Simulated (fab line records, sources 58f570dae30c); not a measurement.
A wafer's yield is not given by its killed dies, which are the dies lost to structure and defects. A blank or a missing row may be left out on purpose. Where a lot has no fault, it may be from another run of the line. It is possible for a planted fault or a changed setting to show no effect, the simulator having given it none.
The tool behind it: which one? | flow berkeleyCmos170 | 14 lots with 42 wafers sampled at 5 steps, on a route of 331 steps

## WHAT EACH GAUGE READ, for each wafer
UCB170_GATE_THK_MEAS_05. Usual: GATE_POLY_THK gives 212.6 nm (standard deviation 1.8).
lot  | measured     | on           | GATE_POLY_THK (nm) | flag
L165 | day 6 13:15  | filmMetro-04 | 216.3 216.4 215.5  | 
L167 | day 7 18:24  | filmMetro-01 | 213.3 213.5 211.5  | 
L168 | day 7 18:28  | filmMetro-01 | 210.7 207.9 209.3  | 
L169 | day 7 18:28  | filmMetro-04 | 212.4 213.9 213.1  | 
L171 | day 8 17:32  | filmMetro-04 | 224.5 224.0 225.2  | OFF
L172 | day 8 17:32  | filmMetro-02 | 224.4 225.2 223.4  | OFF
L173 | day 9 00:10  | filmMetro-04 | 213.4 213.4 213.6  | 
L181 | day 10 02:46 | filmMetro-02 | 211.4 211.6 211.6  | 
L182 | day 10 20:00 | filmMetro-01 | 211.1 209.2 211.2  | 
L183 | day 10 20:00 | filmMetro-04 | 210.5 211.3 210.9  | 
L184 | day 11 06:50 | filmMetro-04 | 215.8 215.7 213.9  | 
L185 | day 11 06:47 | filmMetro-01 | 210.9 210.6 209.7  | 
L186 | day 11 06:47 | filmMetro-02 | 212.8 213.2 213.3  | 
L188 | day 12 02:04 | filmMetro-02 | 215.0 212.8 214.6  | 

UCB170_NSD_CD_MEAS_06: target cd 1200 nm. Usual: cdNm at 1200.1 nm, with a standard deviation of 1.6.
lot  | measured     | on       | cdNm (nm)            | flag
L165 | day 7 07:16  | cdSem-02 | 1202.4 1202.4 1201.7 | 
L167 | day 8 10:56  | cdSem-02 | 1201.3 1199.9 1199.9 | 
L168 | day 8 11:23  | cdSem-02 | 1201.2 1201.9 1201.7 | 
L169 | day 8 11:27  | cdSem-01 | 1201.0 1201.3 1201.8 | 
L171 | day 9 07:39  | cdSem-02 | 1199.5 1198.2 1198.9 | 
L172 | day 9 07:53  | cdSem-02 | 1198.9 1198.1 1198.8 | 
L173 | day 9 14:35  | cdSem-02 | 1199.6 1198.9 1199.8 | 
L181 | day 10 20:02 | cdSem-01 | 1202.1 1202.1 1202.0 | 
L182 | day 11 11:35 | cdSem-01 | 1200.0 1199.7 1200.3 | 
L183 | day 11 11:51 | cdSem-01 | 1199.6 1200.9 1200.7 | 
L184 | day 11 23:25 | cdSem-01 | 1199.4 1200.1 1197.7 | 
L185 | day 11 23:07 | cdSem-01 | 1198.1 1199.9 1200.4 | 
L186 | day 11 23:09 | cdSem-02 | 1199.8 1200.4 1200.0 | 
L188 | day 12 18:47 | cdSem-01 | 1199.4 1200.7 1201.1 | 

UCB170_V1_THK_MEAS_01. Usual: V1_TEOS_THK gives 1988 nm (standard deviation 32).
lot  | measured     | on           | V1_TEOS_THK (nm) | flag
L165 | day 7 20:10  | filmMetro-02 | 1966 2015 2034   | 
L167 | day 8 21:04  | filmMetro-02 | 2018 1956 2028   | 
L168 | day 9 00:46  | filmMetro-03 | 1961 1949 1977   | 
L169 | day 9 00:46  | filmMetro-02 | 1977 2034 2033   | 
L171 | day 9 19:19  | filmMetro-03 | 2006 2027 2009   | 
L172 | day 9 20:39  | filmMetro-02 | 1967 2027 2016   | 
L173 | day 10 03:33 | filmMetro-03 | 1940 1948 1980   | 
L181 | day 11 06:47 | filmMetro-03 | 2025 2001 2036   | 
L182 | day 12 00:51 | filmMetro-03 | 1982 1998 2032   | 
L183 | day 11 23:31 | filmMetro-01 | 1957 1967 1975   | 
L184 | day 12 11:42 | filmMetro-01 | 2010 2017 2019   | 
L185 | day 12 13:05 | filmMetro-03 | 2017 2024 2030   | 
L186 | day 12 13:02 | filmMetro-03 | 1946 2034 1992   | 
L188 | day 13 08:09 | filmMetro-03 | 1958 2030 1986   | 

## WHICH TOOL RAN EACH LOT (tool, then ch and the chambers of the sampled wafers, then the start)
lot  | UCB170_GATE_CVD_04          | UCB170_PSD_STRIP_09
L165 | lpcvd-02 ch 0, day 6 11:47  | plasmaAsher-04 ch 0,1, day 7 04:03
L167 | lpcvd-02 ch 1, day 7 17:00  | plasmaAsher-04 ch 0,1, day 8 09:16
L168 | lpcvd-02 ch 1, day 7 17:00  | plasmaAsher-01 ch 0,1, day 8 09:24
L169 | lpcvd-02 ch 1, day 7 17:00  | plasmaAsher-04 ch 0,1, day 8 09:40
L171 | lpcvd-02 ch 1, day 8 16:08  | plasmaAsher-02 ch 0,1, day 9 06:07
L172 | lpcvd-02 ch 1, day 8 16:08  | plasmaAsher-04 ch 0,1, day 9 06:33
L173 | lpcvd-01 ch 1, day 8 22:45  | plasmaAsher-01 ch 0,1, day 9 13:20
L181 | lpcvd-01 ch 0, day 10 00:38 | plasmaAsher-04 ch 0,1, day 10 18:01
L182 | lpcvd-01 ch 0, day 10 18:36 | plasmaAsher-02 ch 0,1, day 11 09:11
L183 | lpcvd-01 ch 1, day 10 18:36 | plasmaAsher-04 ch 0,1, day 11 09:27
L184 | lpcvd-01 ch 0, day 11 05:19 | plasmaAsher-01 ch 0,1, day 11 21:33
L185 | lpcvd-01 ch 1, day 11 05:19 | plasmaAsher-04 ch 1, day 11 21:04
L186 | lpcvd-01 ch 1, day 11 05:19 | plasmaAsher-01 ch 0,1, day 11 21:00
L188 | lpcvd-01 ch 0, day 12 00:38 | plasmaAsher-04 ch 0,1, day 12 17:08
- UCB170_GATE_CVD_04: deposits poly-Si from SiH4, time 1440 s, target thk 214 nm.
- UCB170_PSD_STRIP_09: strips in O2.

## AS READ BY THE TOOLS THEMSELVES (means over the sampled wafers that have a number; for cases with no such wafer, the mark the record gives instead)
UCB170_GATE_CVD_04. Usual: spikeTcSourceC 630 C, standard deviation 4; zonePowerLoadPct 12.0 %, standard deviation 1.2.
lot  | tool     | spikeTcSourceC (C) | zonePowerLoadPct (%) | flag
L165 | lpcvd-02 | 633                | 12.7                 | 
L167 | lpcvd-02 | 633                | 12.4                 | 
L168 | lpcvd-02 | 633                | 12.3                 | 
L169 | lpcvd-02 | 634                | 12.2                 | 
L171 | lpcvd-02 | 632                | 12.2                 | 
L172 | lpcvd-02 | 633                | 12.3                 | 
L173 | lpcvd-01 | 625                | 10.6                 | 
L181 | lpcvd-01 | 634                | 13.5                 | 
L182 | lpcvd-01 | 634                | 13.3                 | 
L183 | lpcvd-01 | 625                | 10.5                 | 
L184 | lpcvd-01 | 634                | 13.5                 | 
L185 | lpcvd-01 | 626                | 10.5                 | 
L186 | lpcvd-01 | 625                | 10.6                 | 
L188 | lpcvd-01 | 634                | 13.6                 | 

UCB170_PSD_STRIP_09. Usual: drypumpMotorCurrentA 5.9 A, standard deviation 0.61; oesProductAu 0.601 a.u., standard deviation 0.0048; stripTimeToEndpointS 29.40 s, standard deviation 0.072.
lot  | tool           | drypumpMotorCurrentA (A) | oesProductAu (a.u.) | stripTimeToEndpointS (s) | flag
L165 | plasmaAsher-04 | 5.8                      | 0.603               | 29.45                    | 
L167 | plasmaAsher-04 | 5.3                      | 0.597               | 29.42                    | 
L168 | plasmaAsher-01 | 6.2                      | 0.603               | 29.36                    | 
L169 | plasmaAsher-04 | 5.3                      | 0.604               | 29.42                    | 
L171 | plasmaAsher-02 | 6.3                      | 0.598               | 29.54                    | 
L172 | plasmaAsher-04 | 5.3                      | 0.601               | 29.53                    | 
L173 | plasmaAsher-01 | 6.2                      | 0.597               | 29.31                    | 
L181 | plasmaAsher-04 | 5.3                      | 0.597               | 29.36                    | 
L182 | plasmaAsher-02 | 6.3                      | 0.597               | 29.42                    | 
L183 | plasmaAsher-04 | 5.3                      | 0.598               | 29.39                    | 
L184 | plasmaAsher-01 | 6.2                      | 0.604               | 29.35                    | 
L185 | plasmaAsher-04 | 4.8                      | 0.599               | 29.43                    | 
L186 | plasmaAsher-01 | 6.2                      | 0.603               | 29.45                    | 
L188 | plasmaAsher-04 | 5.9                      | 0.601               | 29.47                    | 

## THE ANSWER, worked out from the rows above alone
Rule: a lot is off if the mean of its wafers that have a number lies more than 3 standard deviations from the usual mean. Also off: a lot with no number at a reading for which 4 or more lots have one. Any other lot the step has rows for is counted as sound. First the gauges in route order, then the tools' own readings, where a lot's mean is used as printed above. The first step at which some lot is off is used, and at that step the reading that is off furthest; a lot without a number counts as furthest.
Off: L171, L172, seen at UCB170_GATE_THK_MEAS_05 (GATE_POLY_THK).
If a tool, at a process step before that reading, ran all the lots that are off and no sound lot after the first of them, it fits. Gauges at UCB170_GATE_THK_MEAS_05: tried the same way as those tools. One fits: lpcvd-02 at UCB170_GATE_CVD_04. Its last sound lot is L167 (day 7 17:00), its first lot that is off L171 (day 8 16:08): a fault that began between those two fits.

## WHAT THE SIMULATOR HAD PUT IN
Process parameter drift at UCB170_GATE_CVD_04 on lpcvd-02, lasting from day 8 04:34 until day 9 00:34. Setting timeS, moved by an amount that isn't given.
Lots struck among those shown: L171, L172. The rule given above showed the same thing.
